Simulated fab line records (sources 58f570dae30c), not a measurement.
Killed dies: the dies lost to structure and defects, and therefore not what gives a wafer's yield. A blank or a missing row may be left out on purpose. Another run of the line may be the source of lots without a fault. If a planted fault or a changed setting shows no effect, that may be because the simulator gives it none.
Which tool is to blame?    flow berkeley_cmos170    42 wafers from 14 lots sampled at 3 of the route's 331 steps

== WHAT THE GAUGES READ, wafer by wafer ==
UCB170_GATE_CD_MEAS_12 targets a cd of 350 nm.
lot   measured      on         cd_nm (nm)
L635  day 7 06:43   cd_sem-01  351.7 350.8 350.4
L636  day 7 19:20   cd_sem-01  352.0 351.5 351.3
L639  day 8 08:42   cd_sem-02  349.8 349.9 351.3
L638  day 8 08:47   cd_sem-01  348.4 348.7 350.5
L642  day 8 14:24   cd_sem-02  347.6 347.0 348.4
L640  day 8 15:13   cd_sem-01  348.8 349.7 348.1
L647  day 9 16:01   cd_sem-01  349.8 349.8 351.1
L645  day 9 16:17   cd_sem-01  352.1 352.0 351.7
L646  day 9 16:20   cd_sem-02  350.1 352.2 350.6
L648  day 10 04:01  cd_sem-02  350.7 349.6 349.7
L650  day 11 01:35  cd_sem-01  348.8 349.8 347.7
L654  day 11 01:48  cd_sem-01  348.4 347.6 349.3
L657  day 11 15:54  cd_sem-01  350.4 350.7 350.3
L656  day 11 16:05  cd_sem-01  349.1 350.3 350.0

UCB170_PLDD_OVL_MEAS_07.
lot   measured      on          PLDD_OVL (nm)
L635  day 7 09:07   overlay-02  -5 -4 -6
L636  day 7 21:57   overlay-01  -7 -9 -4
L639  day 8 12:50   overlay-02  -5 -6 -1
L638  day 8 13:01   overlay-02  -1 -1 1
L642  day 8 16:24   overlay-02  9 14 9
L640  day 8 17:22   overlay-02  0 2 1
L647  day 9 17:47   overlay-02  -5 -2 -7
L645  day 9 18:05   overlay-01  11 8 9
L646  day 9 18:20   overlay-02  1 0 -1
L648  day 10 07:00  overlay-02  -7 -8 -8
L650  day 11 04:34  overlay-02  5 2 8
L654  day 11 04:44  overlay-01  -8 -4 -11
L657  day 11 18:01  overlay-02  2 -5 4
L656  day 11 18:17  overlay-02  13 12 4

UCB170_SPACER_THK_MEAS_01.
lot   measured      on             SPACER_TEOS_THK (nm)
L635  day 7 12:19   film_metro-04  370 372 373
L636  day 8 00:19   film_metro-01  376 383 378
L639  day 8 15:53   film_metro-04  371 376 374
L638  day 8 16:16   film_metro-03  382 379 383
L642  day 8 19:23   film_metro-04  365 370 376
L640  day 8 20:46   film_metro-04  381 377 384
L647  day 9 20:14   film_metro-03  374 370 381
L645  day 9 20:41   film_metro-03  375 376 379
L646  day 9 21:23   film_metro-04  372 382 383
L648  day 10 10:03  film_metro-04  373 378 377
L650  day 11 09:15  film_metro-01  375 375 382
L654  day 11 09:02  film_metro-03  370 375 373
L657  day 11 20:47  film_metro-04  380 380 378
L656  day 11 21:09  film_metro-01  379 381 380

== WHAT TOOL EACH LOT RAN ON (gives the tool, then ch and the chambers of the sampled wafers, and finally the start) ==
Record: no process step prior to these readings.

== AS READ BY THE TOOLS THEMSELVES (means over the sampled wafers that have a number; for cases with no such wafer, the mark the record gives instead) ==
The record holds no such reading with a usual standard deviation.

== THE ANSWER, worked out from the rows above alone ==
Rule: the usual values come from the lots themselves. The widest of any qualifying gaps counts: lots, ordered by their means at a reading, are off when they make up no more than a third of the lots, leave a main group of 4 or more, and stand apart from it by 3 or more times the standard deviation of that group's means. The tables above print the reading to a certain number of digits; a main group whose means all agree to those digits is not used. Also off: a lot with no number at a reading for which 4 or more lots have one. The other lots that the step has rows for count as sound. After the gauges, taken in route order, come the tools' own readings; for these a lot's mean is taken, as printed above. The first step at which some lot is off is used, and at that step the reading that is off furthest; a lot without a number counts as furthest.
No lot is off at any reading shown: from this, nothing can be told.

== WHAT THE SIMULATOR PUT IN ==
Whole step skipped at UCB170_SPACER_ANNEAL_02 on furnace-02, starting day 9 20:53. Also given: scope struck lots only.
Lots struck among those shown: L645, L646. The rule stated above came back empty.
